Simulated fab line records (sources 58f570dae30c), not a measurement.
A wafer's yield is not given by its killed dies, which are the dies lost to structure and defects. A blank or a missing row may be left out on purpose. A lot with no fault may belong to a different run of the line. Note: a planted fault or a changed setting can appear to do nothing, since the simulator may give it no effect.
A single fault, viewed from 2 desks | flow berkeleyCmos170 | each desk holds nothing but its own numbers, with what lay behind them at the end

FOR THE TOOL OWNER'S DESK: implanter-01
The tool's own readings at UCB170_NLDD_IMPLANT_08: means of the sampled wafers that have a number, for each lot that ran on this tool. Marked OUT: a lot whose mean sits more than 4 standard deviations from the usual mean, which makes it out of limits; the brackets give that distance.
Columns: A = beamOnS at UCB170_NLDD_IMPLANT_08, usual 10.02 s; B = doseIonsCm2 at UCB170_NLDD_IMPLANT_08, usual 4.999e+13; C = endStationPressureTorr at UCB170_NLDD_IMPLANT_08, usual 5.13e-06 Torr; D = faradayCurrentUA at UCB170_NLDD_IMPLANT_08, usual 158
lot  | first seen here | A     | B                           | C        | D
L988 | day 7 17:56     | 9.83  | 4.998e+13                   | 5.11e-06 | 161
L986 | day 7 18:25     | 9.77  | 4.990e+13                   | 4.93e-06 | 162
L989 | day 8 05:55     | 10.11 | 5.000e+13                   | 4.86e-06 | 157
L998 | day 9 23:54     | 10.00 | 4.152e+13 (-99 or more) OUT | 4.85e-06 | 132 (-8.2) OUT
L103 | day 11 06:50    | 9.76  | 4.148e+13 (-99 or more) OUT | 5.11e-06 | 135 (-7.3) OUT
Finding of this desk: L103, L998 out of limits; the first was L998 at day 9 23:54, on doseIonsCm2 at UCB170_NLDD_IMPLANT_08. L988, L986, L989 stayed within limits.

AT THE METROLOGY DESK
Lot by lot, what the gauges showed, no matter which tool ran the lot: averages of those sampled wafers that carry a number. Marked OUT: a lot whose mean sits more than 4 standard deviations from the usual mean, which makes it out of limits; the brackets give that distance.
Columns: A = NLDD_TW at UCB170_NLDD_TW_MEAS_11, usual 2212; B = NLDD_RS at UCB170_SDANNEAL_RS_MEAS_05, usual 617.0 ohm/sq
lot  | first seen here | A    | B
L985 | day 7 04:03     | 2228 | 615.9
L988 | day 7 18:20     | 2214 | 620.6
L987 | day 7 18:38     | 2234 | 618.2
L986 | day 7 18:49     | 2180 | 617.4
L989 | day 8 06:23     | 2207 | 617.5
L990 | day 8 06:49     | 2212 | 616.6
L991 | day 8 20:28     | 2194 | 619.4
L998 | day 10 00:18    | 2170 | 658.1 (+24) OUT
L103 | day 11 07:14    | 2165 | 652.6 (+21) OUT
L108 | day 12 19:39    | 2213 | 616.9
L106 | day 12 19:52    | 2219 | 616.6
This desk's finding: out of limits on L103, L998; first on L998, day 10 15:43 (NLDD_RS at UCB170_SDANNEAL_RS_MEAS_05). L985, L988, L987, L986, L989, L990, L991, L108, L106 stayed within limits.

PUT TOGETHER
On L103, L998, at day 9 23:54, an alarm was possible from the tool owner's desk.
L103, L998 would have let the metrology desk raise an alarm at day 10 15:43.
UCB170_NLDD_IMPLANT_08 was run on implanter-01 by each of the lots named.

WHAT HAD BEEN PUT IN BY THE SIMULATOR
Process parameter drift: implanter-01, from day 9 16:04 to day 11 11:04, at UCB170_NLDD_IMPLANT_08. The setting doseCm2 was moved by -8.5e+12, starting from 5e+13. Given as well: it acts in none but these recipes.
Lots struck among those shown: L103, L998.
Delay (hours) between the fault's onset and each desk's first out-of-limits reading: 8 at the tool owner's desk, 24 at the metrology desk.
